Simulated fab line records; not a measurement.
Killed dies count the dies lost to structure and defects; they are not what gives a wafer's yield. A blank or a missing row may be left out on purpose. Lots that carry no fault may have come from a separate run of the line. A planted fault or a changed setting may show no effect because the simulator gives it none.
The tool behind it: which one? | flow berkeleyCmos170 | 21 wafers sampled from 7 lots at 1 step of a route of 331

WHAT THE GAUGES SHOWED, per wafer
UCB170_V1_CD_MEAS_90 targets a cd of 700 nm.
lot  | measured     | on       | cdNm (nm)
L743 | day 9 10:07  | cdSem-01 | 697.9 698.7 700.8
L747 | day 10 11:53 | cdSem-02 | 700.5 698.9 698.9
L753 | day 11 07:51 | cdSem-02 | 698.9 699.4 700.1
L758 | day 11 12:17 | cdSem-01 | 700.8 699.6 700.4
L756 | day 11 20:50 | cdSem-02 | 699.5 699.5 699.7
L761 | day 13 02:44 | cdSem-01 | 699.7 701.5 701.1
L764 | day 13 03:29 | cdSem-01 | 700.4 700.8 701.5

WHAT TOOL EACH LOT RAN ON (gives the tool, then ch and the chambers of the sampled wafers, and finally the start)
Before these readings, the record contains no process step.

THE ANSWER, worked out from the rows above alone
Rule: what is usual is taken from the lots themselves. Put in order of their means at a reading, lots are off if they are a third of the lots or fewer, leave a main group of 4 or more, and stand apart from it by a gap of 3 or more times the standard deviation of the main group's means; of several such gaps the widest counts. A main group whose means are all the same, to the digits that the tables above print for the reading, isn't used. Also off: a lot with no number at a reading for which 4 or more lots have one. All remaining lots with rows at the step are treated as sound.
Across all readings shown, no lot is off: no conclusion can be drawn from this.

WHAT WAS PUT IN BY THE SIMULATOR
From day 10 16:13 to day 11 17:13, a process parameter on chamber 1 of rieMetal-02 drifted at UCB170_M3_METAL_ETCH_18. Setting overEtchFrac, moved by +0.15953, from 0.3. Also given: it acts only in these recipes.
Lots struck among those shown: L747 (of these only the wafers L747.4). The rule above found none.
